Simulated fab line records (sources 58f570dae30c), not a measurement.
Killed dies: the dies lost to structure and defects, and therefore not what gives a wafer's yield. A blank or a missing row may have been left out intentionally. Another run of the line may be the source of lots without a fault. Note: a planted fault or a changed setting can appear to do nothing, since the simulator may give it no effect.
Split-lot study	flow berkeley-cmos170	on a route of 331 steps: 5 lots, 23 wafers read

## THE SPLIT
At UCB170_M1_SPUTTER_00 (material Al, target thk 600 nm, time 80 s), the setting time-s was moved away from the recipe's 80 s on 9 of the 23 wafers read, by -9.8% to +9.0%. The other wafers ran this setting at the recipe's value.

## FROM THE SPLIT TO THE READING: what the file shows between them, 2 steps
- UCB170_M1_RS_MEAS_01: measures by four-point-probe
- UCB170_M1_THK_MEAS_02: measures by xrf

## THE READING
oes-product-au, in a.u., at UCB170_M1_METAL_ETCH_12 (etches Al in Cl2/BCl3, stops on PSG, target depth 780 nm, time 130 s). Typical for fault-free wafers on this fab line: 0.859 a.u., with standard deviation 0.01 a.u.

wafer	tool, chamber at the split	time-s as run, s	against the recipe	oes-product-au, a.u.	against lot-mates on the recipe
L074.1	pvd-sputter-04, -	73.75	-7.8%	0.829	-0.036
L074.2	pvd-sputter-04, -	73.75	-7.8%	0.817	-0.048
L074.3	pvd-sputter-04, -	73.75	-7.8%	0.830	-0.035
L074.4	pvd-sputter-04, -	80	recipe	0.863	-
L074.5	pvd-sputter-04, -	80	recipe	0.866	-
L076.1	pvd-sputter-02, -	87.2	+9.0%	0.898	+0.041
L076.2	pvd-sputter-02, -	80	recipe	0.855	-
L076.4	pvd-sputter-02, -	87.2	+9.0%	0.894	+0.037
L076.5	pvd-sputter-02, -	87.2	+9.0%	0.896	+0.039
L076.6	pvd-sputter-02, -	80	recipe	0.858	-
L078.1	pvd-sputter-04, -	72.14	-9.8%	0.813	-0.046
L078.3	pvd-sputter-04, -	72.14	-9.8%	0.811	-0.048
L078.4	pvd-sputter-04, -	72.14	-9.8%	0.808	-0.051
L078.5	pvd-sputter-04, -	80	recipe	0.859	-
L078.6	pvd-sputter-04, -	80	recipe	0.859	-
L077.2	pvd-sputter-04, -	80	recipe	0.845	-
L077.3	pvd-sputter-04, -	80	recipe	0.856	-
L077.4	pvd-sputter-04, -	80	recipe	0.856	-
L077.5	pvd-sputter-04, -	80	recipe	0.866	-
L077.6	pvd-sputter-04, -	80	recipe	0.858	-
L084.1	pvd-sputter-03, -	80	recipe	0.848	-
L084.4	pvd-sputter-03, -	80	recipe	0.834	-
L084.5	pvd-sputter-03, -	80	recipe	0.853	-

THE FIT
A straight line over all 23 wafers: oes-product-au changes by +0.00438 a.u. for each +1% of time-s; r = +0.96; the points scatter about the line by 0.0073 a.u.
The same after taking each lot's own level away (the mean of its wafers on the recipe; 23 wafers): +0.00473 a.u. for each +1%; r = +0.98; scatter 0.0053 a.u.
According to that fit, moving time-s by its largest amount changes the reading by 0.046 a.u.
Across the lots, their own levels run from 0.8450 to 0.8645 a.u., a range of 1.9 times the standard deviation given above.
The two slopes are in agreement: the lot-to-lot level therefore moves the slope only a little.
Check: for one of the wafers moved furthest among these (-9.8%), held out of the fit, the line's prediction against its lot-mates is -0.0477 a.u. Against them it came out at -0.046 a.u.

## THE WHOLE CHAIN: every reading that the file lists as answering this split, in the file's order
step	what it does	reading	change (the file's fit)	r (the file's)
UCB170_M1_SPUTTER_00	material Al, target thk 600 nm, time 80 s	Al_of_M1_SPUTTER_00.thk-nm (the simulator's own value, which no gauge read)	+6.09 nm for each +1% of the setting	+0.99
UCB170_M1_RS_MEAS_01	measures by four-point-probe	M1_AL_RS	-0.000518 for each +1% of the setting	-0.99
UCB170_M1_THK_MEAS_02	measures by xrf	M1_AL_THK	+6.23 for each +1% of the setting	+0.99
UCB170_M1_METAL_ETCH_12	etches Al in Cl2/BCl3, stops on PSG, target depth 780 nm, time 130 s	oes-product-au	+0.00476 a.u. for each +1% of the setting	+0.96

## FILE'S OWN FIT
oes-product-au changes by +0.00476 a.u. for each +1% of time-s, r = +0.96.
